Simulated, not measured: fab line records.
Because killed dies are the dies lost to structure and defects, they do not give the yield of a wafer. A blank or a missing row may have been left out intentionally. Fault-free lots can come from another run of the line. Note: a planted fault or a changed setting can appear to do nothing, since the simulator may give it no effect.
fab line records ; flow rit_cmos ; part 1 of 2: steps 1 to 25 of 36
record: lots: 5; wafers: 15; last_day: 7
route steps=202 shown GATE@94 REOX@98 NLDD@103 PLDD@114 SPACER@125
lots with no fault: from the same line, run without faults
start_h: start of the lot's first displayed wafer, in hours after the record's first day ; wait_h: hours since the lot's step before ; " repeats the value in the row above ; L1.1+2: a single row standing in for several wafers ; - no value present, or no start provided ; * or withheld: withheld ; < > ~ a bound
route shown NAME@n: a module of which the file shows steps, and the number in the route of the first ; usual: mean and standard deviation over wafers with no fault ; same: alike in all rows ; chamber/n: place in a boat ; sites: per-site readings ; _std_site: the values' standard deviation ; _edge_site: the outer-site mean with the inner-site mean subtracted ; radius_mm: for every site, how far away it sits from the centre of the wafer ; mask NAME#n: copy n ; behind: tool/chamber where the wafer was last shaped ; hold: why the lot was held/for how many hours/how that ended ; device: transistor that didn't switch, given as n, p or np ; end of line: the same wafers' tests at the end of the route ; a step given without rows: its recipe and nothing more ; killed: dies lost to structure and defects at the first sort, not the wafer's yield ; map: a wafer's dies, x killed, . not, _ none there
set.NAME: the setting the step ran with; set.NAME@STEP: the setting that earlier step ran with ; model.NAME: the simulator's own value behind a step, which no gauge read
lots at some steps of the route; a table a step, a row a wafer
services: the hour from which a tool's chamber was out of use, counted from the record's first day as start_h (under 0 if before that day), plus the number of hours and why
== steps ==
step: RIT_GATE_HARDBAKE_18
recipe: resist: NOVOLAK; temp_c: 140; time_s: 60
usual: resist_line_temp_C: 23.00/0.1
lot.wafer;tool;chamber;start_h;wait_h;resist_line_temp_C
L074.1;litho_track-01;0;45.76;0.0;23.11
L074.2;litho_track-01;0;45.76;0.0;23.02
L074.4;litho_track-01;0;45.76;0.0;23.14
L075.2;litho_track-04;0;52.13;0.0;23.07
L075.4;litho_track-04;0;52.13;0.0;23.25
L075.5;litho_track-04;0;52.13;0.0;23.01
L077.1;litho_track-01;0;58.30;0.0;23.02
L077.2;litho_track-01;0;58.30;0.0;23.06
L077.5;litho_track-01;0;58.30;0.0;23.08
L091.1;litho_track-03;0;141.94;0.0;23.09
L091.4;litho_track-03;0;141.94;0.0;23.17
L091.6;litho_track-03;0;141.94;0.0;22.97
L094.2;litho_track-04;0;154.05;0.0;22.85
L094.3;litho_track-04;0;154.05;0.0;22.87
L094.4;litho_track-04;0;154.05;0.0;22.98
step: RIT_GATE_ETCH_19
recipe: chemistry: SF6/CHF3/O2; time_s: 165; SF6_flow_sccm: 30; CHF3_flow_sccm: 30; O2_flow_sccm: 5; target: poly-Si; pressure_mtorr: 40; rf_w: 160; target_depth_a: 3125; over_etch_frac: 0.25; stop_on: SiO2
usual: drypump_motor_current_A: 5.5/0.35; oes_product_au: 0.851/0.014; rf_fwd_power_W: 159.3/0.53; throttle_valve_pct: 10.24/0.11
same: over_etch_frac: 0.25
lot.wafer;tool;chamber;start_h;wait_h;drypump_motor_current_A;oes_product_au;rf_fwd_power_W;rf_hours_counter_h;throttle_valve_pct
L074.1;rie_si-02;0;45.91;0.1;5.3;0.841;159.8;1;10.37
L074.2;rie_si-02;3;45.91;0.1;5.4;0.865;158.0;30;10.26
L074.4;rie_si-02;2;45.91;0.1;5.3;0.835;158.5;71;10.37
L075.2;rie_si-01;3;52.26;0.1;5.8;0.828;158.3;89;10.06
L075.4;rie_si-01;0;52.26;0.1;5.6;0.874;159.9;102;10.24
L075.5;rie_si-01;3;52.26;0.1;5.8;0.832;158.4;-;10.06
L077.1;rie_si-01;2;58.45;0.1;5.9;0.849;159.8;2;10.18
L077.2;rie_si-01;1;58.45;0.1;4.8;0.851;158.7;68;10.13
L077.5;rie_si-01;3;58.45;0.1;5.8;0.824;159.3;-;10.04
L091.1;rie_si-02;0;142.09;0.1;5.3;0.830;159.6;1;10.37
L091.4;rie_si-02;3;142.09;0.1;5.4;0.865;159.5;31;10.27
L091.6;rie_si-02;1;142.09;0.1;6.0;0.860;158.9;-;10.34
L094.2;rie_si-01;0;154.17;0.1;5.6;0.868;160.1;102;10.23
L094.3;rie_si-01;1;154.17;0.1;4.8;0.858;159.5;69;10.12
L094.4;rie_si-01;3;154.17;0.1;5.8;0.825;158.9;89;10.04
step: RIT_GATE_STRIP_20
recipe: chemistry: O2; time_s: 180; resist: NOVOLAK; platen_temp_c: withheld; power_w: 500; pressure_mtorr: 4000; o2_flow_sccm: 4000
usual: drypump_motor_current_A: 6.2/0.66
lot.wafer;tool;chamber;start_h;wait_h;drypump_motor_current_A;rf_hours_counter_h
L074.1;plasma_asher-02;0;46.01;0.1;6.5;40
L074.2;plasma_asher-02;1;46.01;0.1;6.8;40
L074.4;plasma_asher-02;0;46.01;0.1;6.5;-
L075.2;plasma_asher-02;0;52.36;0.1;6.5;40
L075.4;plasma_asher-02;1;52.36;0.1;6.8;-
L075.5;plasma_asher-02;1;52.36;0.1;6.8;-
L077.1;plasma_asher-02;1;58.55;0.1;6.8;41
L077.2;plasma_asher-02;0;58.55;0.1;6.5;41
L077.5;plasma_asher-02;1;58.55;0.1;6.8;-
L091.1;plasma_asher-02;1;142.20;0.1;6.8;49
L091.4;plasma_asher-02;1;142.20;0.1;6.8;-
L091.6;plasma_asher-02;1;142.20;0.1;6.8;-
L094.2;plasma_asher-02;0;154.28;0.1;6.5;50
L094.3;plasma_asher-02;1;154.28;0.1;6.8;-
L094.4;plasma_asher-02;0;154.28;0.1;6.5;-
step: RIT_GATE_CD_MEAS_90
recipe: target_cd_nm: 150
usual: cd_nm: 149.8/2.5
lot.wafer;tool;chamber;start_h;wait_h;cd_nm
L074.1;cd_sem-02;-;46.19;0.1;151.5
L074.2;cd_sem-02;-;46.19;0.1;153.8
L074.4;cd_sem-02;-;46.19;0.1;154.3
L075.2;cd_sem-02;-;52.56;0.1;152.1
L075.4;cd_sem-02;-;52.56;0.1;150.2
L075.5;cd_sem-02;-;52.56;0.1;150.3
L077.1;cd_sem-02;-;58.73;0.1;149.8
L077.2;cd_sem-02;-;58.73;0.1;150.1
L077.5;cd_sem-02;-;58.73;0.1;149.6
L091.1;cd_sem-01;-;142.38;0.1;148.1
L091.4;cd_sem-01;-;142.38;0.1;145.7
L091.6;cd_sem-01;-;142.38;0.1;142.8
L094.2;cd_sem-02;-;154.47;0.1;151.7
L094.3;cd_sem-02;-;154.47;0.1;149.3
L094.4;cd_sem-02;-;154.47;0.1;152.7
step: RIT_REOX_CLEAN_00
recipe: chemistry: SC1; mix: 3:3:50; time_s: 600; temp_c: 75
usual: bath_heat_duty_pct: 15.9/2.1
lot.wafer;tool;chamber;start_h;wait_h;bath_heat_duty_pct
L074.1;wet_bench-04;1;46.31;0.1;16.8
L074.2;wet_bench-04;1;46.31;0.1;17.0
L074.4;wet_bench-04;1;46.31;0.1;16.4
L075.2;wet_bench-02;1;52.66;0.1;21.2
L075.4;wet_bench-02;1;52.66;0.1;21.5
L075.5;wet_bench-02;1;52.66;0.1;20.0
L077.1;wet_bench-04;0;58.85;0.1;14.6
L077.2;wet_bench-04;0;58.85;0.1;15.5
L077.5;wet_bench-04;0;58.85;0.1;15.9
L091.1;wet_bench-03;3;142.50;0.1;14.8
L091.4;wet_bench-03;3;142.50;0.1;15.1
L091.6;wet_bench-03;3;142.50;0.1;15.1
L094.2;wet_bench-03;1;154.57;0.1;16.5
L094.3;wet_bench-03;1;154.57;0.1;18.8
L094.4;wet_bench-03;1;154.57;0.1;18.4
step: RIT_REOX_CLEAN_01
recipe: chemistry: dHF; dilution: 50:1; time_s: 30
lot.wafer;tool;chamber;start_h;wait_h
L074.1+2+4;wet_bench-02;1;46.52;0.0
L075.2+4+5;wet_bench-03;0;52.87;0.0
L077.1+2+5;wet_bench-03;2;59.02;0.0
L091.1+4+6;wet_bench-02;0;142.67;0.0
L094.2+3+4;wet_bench-04;0;154.76;0.0
step: RIT_REOX_CLEAN_02
recipe: chemistry: SC2; mix: 3:3:50; time_s: 600; temp_c: 75; dry: n2_spin
usual: bath_heat_duty_pct: 16.5/2.3
lot.wafer;tool;chamber;start_h;wait_h;bath_heat_duty_pct
L074.1;wet_bench-03;2;46.54;0.0;17.1
L074.2;wet_bench-03;2;46.54;0.0;14.7
L074.4;wet_bench-03;2;46.54;0.0;17.5
L075.2;wet_bench-02;2;52.89;0.0;14.9
L075.4;wet_bench-02;2;52.89;0.0;15.8
L075.5;wet_bench-02;2;52.89;0.0;15.1
L077.1;wet_bench-02;1;59.04;0.0;22.1
L077.2;wet_bench-02;1;59.04;0.0;21.1
L077.5;wet_bench-02;1;59.04;0.0;19.8
L091.1;wet_bench-03;0;142.69;0.0;17.7
L091.4;wet_bench-03;0;142.69;0.0;15.9
L091.6;wet_bench-03;0;142.69;0.0;16.4
L094.2;wet_bench-03;3;154.78;0.0;14.3
L094.3;wet_bench-03;3;154.78;0.0;15.2
L094.4;wet_bench-03;3;154.78;0.0;15.5
step: RIT_REOX_OXIDATION_03
recipe: temp_c: 900; ambient: O2; target_thk_a: 252; ox_time_s: 5580
usual: ox_temp_c: 900.0/0.46
lot.wafer;tool;chamber;start_h;wait_h;ox_temp_c
L074.1;furnace-01;0;48.46;1.7;899.5
L074.2;furnace-01;0;48.46;1.7;899.7
L074.4;furnace-01;0;48.46;1.7;900.1
L075.2;furnace-04;0;54.62;1.5;900.8
L075.4;furnace-04;0;54.62;1.5;900.5
L075.5;furnace-04;0;54.62;1.5;900.1
L077.1;furnace-04;0;60.87;1.6;899.8
L077.2;furnace-04;0;60.87;1.6;899.3
L077.5;furnace-04;0;60.87;1.6;899.3
L091.1;furnace-03;0;145.11;2.2;899.7
L091.4;furnace-03;0;145.11;2.2;899.2
L091.6;furnace-03;0;145.11;2.2;899.5
L094.2;furnace-03;0;154.97;0.0;899.9
L094.3;furnace-03;0;154.97;0.0;900.4
L094.4;furnace-03;0;154.97;0.0;899.7
step: RIT_REOX_THK_MEAS_04
recipe: reads: SiO2_of_REOX_OXIDATION_03
usual: REOX_OXIDE_THK: 25.1/0.54
lot.wafer;tool;chamber;start_h;wait_h;REOX_OXIDE_THK[nm]
L074.1;film_metro-03;-;51.01;0.0;24.7
L074.2;film_metro-03;-;51.01;0.0;24.7
L074.4;film_metro-03;-;51.01;0.0;24.4
L075.2;film_metro-03;-;57.18;0.0;25.6
L075.4;film_metro-03;-;57.18;0.0;25.5
L075.5;film_metro-03;-;57.18;0.0;25.6
L077.1;film_metro-04;-;63.42;0.0;26.1
L077.2;film_metro-04;-;63.42;0.0;26.2
L077.5;film_metro-04;-;63.42;0.0;25.6
L091.1;film_metro-01;-;147.72;0.1;25.6
L091.4;film_metro-01;-;147.72;0.1;25.0
L091.6;film_metro-01;-;147.72;0.1;25.4
L094.2;film_metro-03;-;157.53;0.0;25.3
L094.3;film_metro-03;-;157.53;0.0;25.1
L094.4;film_metro-03;-;157.53;0.0;25.7
step: RIT_NLDD_HMDS_00
recipe: prime_time_s: 60; prime_temp_c: 140
usual: resist_line_temp_C: 23.01/0.11
lot.wafer;tool;chamber;start_h;wait_h;resist_line_temp_C
L074.1;litho_track-02;0;51.07;0.1;23.03
L074.2;litho_track-02;0;51.07;0.1;23.08
L074.4;litho_track-02;0;51.07;0.1;23.02
L075.2;litho_track-02;0;57.37;0.2;23.00
L075.4;litho_track-02;0;57.37;0.2;22.80
L075.5;litho_track-02;0;57.37;0.2;22.97
L077.1;litho_track-01;0;63.48;0.1;23.01
L077.2;litho_track-01;0;63.48;0.1;23.05
L077.5;litho_track-01;0;63.48;0.1;23.24
L091.1;litho_track-01;0;148.17;0.4;22.97
L091.4;litho_track-01;0;148.17;0.4;22.90
L091.6;litho_track-01;0;148.17;0.4;22.99
L094.2;litho_track-02;0;157.61;0.1;23.07
L094.3;litho_track-02;0;157.61;0.1;23.09
L094.4;litho_track-02;0;157.61;0.1;22.97
step: RIT_NLDD_COAT_01
recipe: resist: NOVOLAK; spin_rpm: 3250; resist_thk_nm: 1000
usual: resist_line_temp_C: 23.01/0.12
lot.wafer;tool;chamber;start_h;wait_h;resist_line_temp_C
L074.1;litho_track-02;0;51.22;0.1;23.30
L074.2;litho_track-02;0;51.22;0.1;23.10
L074.4;litho_track-02;0;51.22;0.1;23.14
L075.2;litho_track-02;0;57.52;0.1;22.93
L075.4;litho_track-02;0;57.52;0.1;23.03
L075.5;litho_track-02;0;57.52;0.1;23.11
L077.1;litho_track-01;0;63.63;0.1;23.03
L077.2;litho_track-01;0;63.63;0.1;22.97
L077.5;litho_track-01;0;63.63;0.1;23.03
L091.1;litho_track-01;0;148.32;0.1;23.17
L091.4;litho_track-01;0;148.32;0.1;22.98
L091.6;litho_track-01;0;148.32;0.1;23.07
L094.2;litho_track-02;0;157.76;0.1;23.03
L094.3;litho_track-02;0;157.76;0.1;22.94
L094.4;litho_track-02;0;157.76;0.1;23.09
step: RIT_NLDD_SOFTBAKE_02
recipe: resist: NOVOLAK; temp_c: 90; time_s: 60
usual: resist_line_temp_C: 23.00/0.097
lot.wafer;tool;chamber;start_h;wait_h;resist_line_temp_C
L074.1;litho_track-02;0;51.37;0.1;23.03
L074.2;litho_track-02;0;51.37;0.1;23.03
L074.4;litho_track-02;0;51.37;0.1;22.98
L075.2;litho_track-02;0;57.67;0.1;22.98
L075.4;litho_track-02;0;57.67;0.1;22.91
L075.5;litho_track-02;0;57.67;0.1;22.82
L077.1;litho_track-01;0;63.78;0.1;22.85
L077.2;litho_track-01;0;63.78;0.1;22.85
L077.5;litho_track-01;0;63.78;0.1;22.94
L091.1;litho_track-01;0;148.47;0.1;22.93
L091.4;litho_track-01;0;148.47;0.1;23.10
L091.6;litho_track-01;0;148.47;0.1;23.04
L094.2;litho_track-02;0;157.91;0.1;22.96
L094.3;litho_track-02;0;157.91;0.1;23.01
L094.4;litho_track-02;0;157.91;0.1;23.01
step: RIT_NLDD_EXPOSE_03
recipe: mask_id: M7; na: 0.57; target_cd_nm: 40700; dose_mj: 250
usual: focus_offset_nm: 0.0/0.52
lot.wafer;tool;chamber;start_h;wait_h;mask;focus_offset_nm
L074.1;iline_stepper-01;0;51.61;0.2;M7#0;0.1
L074.2;iline_stepper-01;0;51.61;0.2;M7#0;0.0
L074.4;iline_stepper-01;0;51.61;0.2;M7#0;0.5
L075.2;iline_stepper-01;0;57.82;0.1;M7#0;0.6
L075.4;iline_stepper-01;0;57.82;0.1;M7#0;-0.2
L075.5;iline_stepper-01;0;57.82;0.1;M7#0;0.1
L077.1;iline_stepper-01;0;63.93;0.1;M7#0;-0.2
L077.2;iline_stepper-01;0;63.93;0.1;M7#0;-0.7
L077.5;iline_stepper-01;0;63.93;0.1;M7#0;-0.3
L091.1;iline_stepper-01;0;148.77;0.3;M7#0;-0.2
L091.4;iline_stepper-01;0;148.77;0.3;M7#0;-0.4
L091.6;iline_stepper-01;0;148.77;0.3;M7#0;-0.6
L094.2;iline_stepper-02;0;158.18;0.2;M7#0;-0.5
L094.3;iline_stepper-02;0;158.18;0.2;M7#0;-0.6
L094.4;iline_stepper-02;0;158.18;0.2;M7#0;0.1
step: RIT_NLDD_PEB_04
recipe: resist: NOVOLAK; temp_c: withheld; time_s: withheld
usual: resist_line_temp_C: *
lot.wafer;tool;chamber;start_h;wait_h;resist_line_temp_C
L074.1;litho_track-02;0;51.73;0.1;*
L074.2;litho_track-02;0;51.73;0.1;*
L074.4;litho_track-02;0;51.73;0.1;*
L075.2;litho_track-02;0;57.94;0.1;*
L075.4;litho_track-02;0;57.94;0.1;*
L075.5;litho_track-02;0;57.94;0.1;*
L077.1;litho_track-01;0;64.05;0.1;*
L077.2;litho_track-01;0;64.05;0.1;*
L077.5;litho_track-01;0;64.05;0.1;*
L091.1;litho_track-02;0;148.89;0.1;*
L091.4;litho_track-02;0;148.89;0.1;*
L091.6;litho_track-02;0;148.89;0.1;*
L094.2;litho_track-01;0;158.30;0.1;*
L094.3;litho_track-01;0;158.30;0.1;*
L094.4;litho_track-01;0;158.30;0.1;*
step: RIT_NLDD_DEVELOP_05
recipe: resist: NOVOLAK; develop_time_s: 50; dev_temp_c: 23
usual: resist_line_temp_C: 22.99/0.11
lot.wafer;tool;chamber;start_h;wait_h;resist_line_temp_C
L074.1;litho_track-02;0;-;-;23.02
L074.2;litho_track-02;0;-;-;23.03
L074.4;litho_track-02;0;-;-;23.04
L075.2;litho_track-02;0;-;-;22.91
L075.4;litho_track-02;0;-;-;23.09
L075.5;litho_track-02;0;-;-;22.91
L077.1;litho_track-01;0;-;-;22.84
L077.2;litho_track-01;0;-;-;22.89
L077.5;litho_track-01;0;-;-;22.75
L091.1;litho_track-02;0;-;-;23.15
L091.4;litho_track-02;0;-;-;22.94
L091.6;litho_track-02;0;-;-;23.02
L094.2;litho_track-01;0;-;-;23.13
L094.3;litho_track-01;0;-;-;23.20
L094.4;litho_track-01;0;-;-;23.07
step: RIT_NLDD_OVL_MEAS_06
usual: NLDD_OVL: 0.2/1.5
lot.wafer;tool;chamber;start_h;wait_h;NLDD_OVL[nm]
L074.1;overlay-01;-;52.01;-;2.4
L074.2;overlay-01;-;52.01;-;1.0
L074.4;overlay-01;-;52.01;-;0.0
L075.2;overlay-02;-;58.20;-;0.5
L075.4;overlay-02;-;58.20;-;2.2
L075.5;overlay-02;-;58.20;-;-0.5
L077.1;overlay-01;-;64.33;-;0.2
L077.2;overlay-01;-;64.33;-;1.7
L077.5;overlay-01;-;64.33;-;1.6
L091.1;overlay-02;-;149.17;-;0.7
L091.4;overlay-02;-;149.17;-;3.0
L091.6;overlay-02;-;149.17;-;1.7
L094.2;overlay-02;-;158.56;-;1.9
L094.3;overlay-02;-;158.56;-;2.7
L094.4;overlay-02;-;158.56;-;3.3
step: RIT_NLDD_HARDBAKE_07
recipe: resist: NOVOLAK; temp_c: 140; time_s: 60
usual: resist_line_temp_C: 23.01/0.1
lot.wafer;tool;chamber;start_h;wait_h;resist_line_temp_C
L074.1;litho_track-02;0;52.05;0.0;23.12
L074.2;litho_track-02;0;52.05;0.0;23.11
L074.4;litho_track-02;0;52.05;0.0;23.06
L075.2;litho_track-03;0;58.26;0.0;22.90
L075.4;litho_track-03;0;58.26;0.0;22.92
L075.5;litho_track-03;0;58.26;0.0;23.06
L077.1;litho_track-03;0;64.37;0.0;22.82
L077.2;litho_track-03;0;64.37;0.0;22.91
L077.5;litho_track-03;0;64.37;0.0;22.88
L091.1;litho_track-01;0;149.21;0.0;23.13
L091.4;litho_track-01;0;149.21;0.0;23.09
L091.6;litho_track-01;0;149.21;0.0;22.94
L094.2;litho_track-03;0;158.62;0.0;23.02
L094.3;litho_track-03;0;158.62;0.0;22.70
L094.4;litho_track-03;0;158.62;0.0;22.90
step: RIT_NLDD_IMPLANT_08
recipe: species: P; energy_kev: 20; dose_cm2: 5.057e+14; tilt_deg: 7
usual: end_station_pressure_torr: 6.2e-06/3.4e-07
lot.wafer;tool;chamber;start_h;wait_h;end_station_pressure_torr
L074.1;implanter-03;0;52.20;0.1;6.1e-06
L074.2;implanter-03;0;52.20;0.1;6.7e-06
L074.4;implanter-03;0;52.20;0.1;6.1e-06
L075.2;implanter-01;0;58.41;0.1;5.7e-06
L075.4;implanter-01;0;58.41;0.1;5.8e-06
L075.5;implanter-01;0;58.41;0.1;6e-06
L077.1;implanter-01;0;64.52;0.1;6.7e-06
L077.2;implanter-01;0;64.52;0.1;6.1e-06
L077.5;implanter-01;0;64.52;0.1;6.3e-06
L091.1;implanter-01;0;149.36;0.1;6.5e-06
L091.4;implanter-01;0;149.36;0.1;6e-06
L091.6;implanter-01;0;149.36;0.1;6.7e-06
L094.2;implanter-02;0;158.77;0.1;5.7e-06
L094.3;implanter-02;0;158.77;0.1;6.7e-06
L094.4;implanter-02;0;158.77;0.1;5.9e-06
step: RIT_NLDD_STRIP_09
recipe: chemistry: O2; time_s: 180; resist: NOVOLAK; platen_temp_c: withheld; power_w: 500; pressure_mtorr: 4000; o2_flow_sccm: 4000
usual: drypump_motor_current_A: 5.9/0.62
lot.wafer;tool;chamber;start_h;wait_h;drypump_motor_current_A;rf_hours_counter_h
L074.1;plasma_asher-04;1;52.35;0.1;5.0;39
L074.2;plasma_asher-04;0;52.35;0.1;6.6;39
L074.4;plasma_asher-04;0;52.35;0.1;6.6;-
L075.2;plasma_asher-03;0;58.53;0.1;5.9;40
L075.4;plasma_asher-03;0;58.53;0.1;5.9;-
L075.5;plasma_asher-03;0;58.53;0.1;5.9;-
L077.1;plasma_asher-03;0;64.67;0.1;5.9;41
L077.2;plasma_asher-03;1;64.67;0.1;5.5;41
L077.5;plasma_asher-03;0;64.67;0.1;5.9;-
L091.1;plasma_asher-01;0;149.51;0.1;6.8;35
L091.4;plasma_asher-01;1;149.51;0.1;5.7;-
L091.6;plasma_asher-01;1;149.51;0.1;5.8;-
L094.2;plasma_asher-03;1;158.89;0.1;5.5;5
L094.3;plasma_asher-03;1;158.89;0.1;5.5;-
L094.4;plasma_asher-03;0;158.89;0.1;5.9;-
step: RIT_NLDD_TW_MEAS_10
usual: NLDD_TW: 2524/14
lot.wafer;tool;chamber;start_h;wait_h;NLDD_TW
L074.1;film_metro-04;-;52.52;0.1;2498
L074.2;film_metro-04;-;52.52;0.1;2495
L074.4;film_metro-04;-;52.52;0.1;2522
L075.2;film_metro-04;-;58.72;0.1;2502
L075.4;film_metro-04;-;58.72;0.1;2531
L075.5;film_metro-04;-;58.72;0.1;2522
L077.1;film_metro-04;-;64.84;0.1;2514
L077.2;film_metro-04;-;64.84;0.1;2511
L077.5;film_metro-04;-;64.84;0.1;2514
L091.1;film_metro-04;-;149.69;0.1;2534
L091.4;film_metro-04;-;149.69;0.1;2527
L091.6;film_metro-04;-;149.69;0.1;2532
L094.2;film_metro-04;-;159.08;0.1;2525
L094.3;film_metro-04;-;159.08;0.1;2520
L094.4;film_metro-04;-;159.08;0.1;2511
step: RIT_PLDD_HMDS_00
recipe: prime_time_s: 60; prime_temp_c: 140
usual: resist_line_temp_C: 23.01/0.11
lot.wafer;tool;chamber;start_h;wait_h;resist_line_temp_C
L074.1;litho_track-04;0;52.58;0.1;23.02
L074.2;litho_track-04;0;52.58;0.1;22.92
L074.4;litho_track-04;0;52.58;0.1;23.02
L075.2;litho_track-03;0;58.82;0.1;22.91
L075.4;litho_track-03;0;58.82;0.1;22.74
L075.5;litho_track-03;0;58.82;0.1;22.93
L077.1;litho_track-03;0;65.15;0.3;22.87
L077.2;litho_track-03;0;65.15;0.3;22.80
L077.5;litho_track-03;0;65.15;0.3;22.86
L091.1;litho_track-04;0;149.95;0.3;23.04
L091.4;litho_track-04;0;149.95;0.3;23.15
L091.6;litho_track-04;0;149.95;0.3;23.03
L094.2;litho_track-04;0;159.15;0.1;23.19
L094.3;litho_track-04;0;159.15;0.1;23.12
L094.4;litho_track-04;0;159.15;0.1;23.08
step: RIT_PLDD_COAT_01
recipe: resist: NOVOLAK; spin_rpm: 3250; resist_thk_nm: 1000
usual: resist_line_temp_C: 23.00/0.1
lot.wafer;tool;chamber;start_h;wait_h;resist_line_temp_C
L074.1;litho_track-04;0;52.73;0.1;23.13
L074.2;litho_track-04;0;52.73;0.1;23.12
L074.4;litho_track-04;0;52.73;0.1;23.01
L075.2;litho_track-03;0;58.97;0.1;23.02
L075.4;litho_track-03;0;58.97;0.1;23.06
L075.5;litho_track-03;0;58.97;0.1;22.92
L077.1;litho_track-03;0;65.30;0.1;22.99
L077.2;litho_track-03;0;65.30;0.1;22.87
L077.5;litho_track-03;0;65.30;0.1;22.90
L091.1;litho_track-04;0;150.10;0.1;23.01
L091.4;litho_track-04;0;150.10;0.1;23.06
L091.6;litho_track-04;0;150.10;0.1;23.03
L094.2;litho_track-04;0;159.30;0.1;23.11
L094.3;litho_track-04;0;159.30;0.1;22.85
L094.4;litho_track-04;0;159.30;0.1;23.12
step: RIT_PLDD_SOFTBAKE_02
recipe: resist: NOVOLAK; temp_c: 90; time_s: 60
usual: resist_line_temp_C: 23.01/0.12
lot.wafer;tool;chamber;start_h;wait_h;resist_line_temp_C
L074.1;litho_track-04;0;52.88;0.1;23.02
L074.2;litho_track-04;0;52.88;0.1;22.90
L074.4;litho_track-04;0;52.88;0.1;23.06
L075.2;litho_track-03;0;59.12;0.1;22.93
L075.4;litho_track-03;0;59.12;0.1;23.20
L075.5;litho_track-03;0;59.12;0.1;23.05
L077.1;litho_track-03;0;65.45;0.1;22.94
L077.2;litho_track-03;0;65.45;0.1;22.92
L077.5;litho_track-03;0;65.45;0.1;23.01
L091.1;litho_track-04;0;150.25;0.1;23.06
L091.4;litho_track-04;0;150.25;0.1;23.21
L091.6;litho_track-04;0;150.25;0.1;22.98
L094.2;litho_track-04;0;159.45;0.1;22.88
L094.3;litho_track-04;0;159.45;0.1;23.05
L094.4;litho_track-04;0;159.45;0.1;23.06
step: RIT_PLDD_EXPOSE_03
recipe: mask_id: M8; na: 0.57; target_cd_nm: 40900; dose_mj: 250
usual: focus_offset_nm: 0.2/0.49
lot.wafer;tool;chamber;start_h;wait_h;mask;focus_offset_nm
L074.1;iline_stepper-01;0;53.16;0.2;M8#0;0.4
L074.2;iline_stepper-01;0;53.16;0.2;M8#0;0.5
L074.4;iline_stepper-01;0;53.16;0.2;M8#0;0.5
L075.2;iline_stepper-02;0;59.39;0.2;M8#0;0.3
L075.4;iline_stepper-02;0;59.39;0.2;M8#0;-0.1
L075.5;iline_stepper-02;0;59.39;0.2;M8#0;0.1
L077.1;iline_stepper-02;0;65.60;0.1;M8#0;1.0
L077.2;iline_stepper-02;0;65.60;0.1;M8#0;1.0
L077.5;iline_stepper-02;0;65.60;0.1;M8#0;0.7
L091.1;iline_stepper-02;0;150.53;0.2;M8#0;0.0
L091.4;iline_stepper-02;0;150.53;0.2;M8#0;0.0
L091.6;iline_stepper-02;0;150.53;0.2;M8#0;1.2
L094.2;iline_stepper-01;0;159.72;0.2;M8#0;0.5
L094.3;iline_stepper-01;0;159.72;0.2;M8#0;0.4
L094.4;iline_stepper-01;0;159.72;0.2;M8#0;0.3
step: RIT_PLDD_PEB_04
recipe: resist: NOVOLAK; temp_c: withheld; time_s: withheld
usual: resist_line_temp_C: *
lot.wafer;tool;chamber;start_h;wait_h;resist_line_temp_C
L074.1;litho_track-02;0;53.28;0.1;*
L074.2;litho_track-02;0;53.28;0.1;*
L074.4;litho_track-02;0;53.28;0.1;*
L075.2;litho_track-03;0;59.51;0.1;*
L075.4;litho_track-03;0;59.51;0.1;*
L075.5;litho_track-03;0;59.51;0.1;*
L077.1;litho_track-03;0;65.71;0.1;*
L077.2;litho_track-03;0;65.71;0.1;*
L077.5;litho_track-03;0;65.71;0.1;*
L091.1;litho_track-04;0;150.65;0.1;*
L091.4;litho_track-04;0;150.65;0.1;*
L091.6;litho_track-04;0;150.65;0.1;*
L094.2;litho_track-04;0;159.84;0.1;*
L094.3;litho_track-04;0;159.84;0.1;*
L094.4;litho_track-04;0;159.84;0.1;*
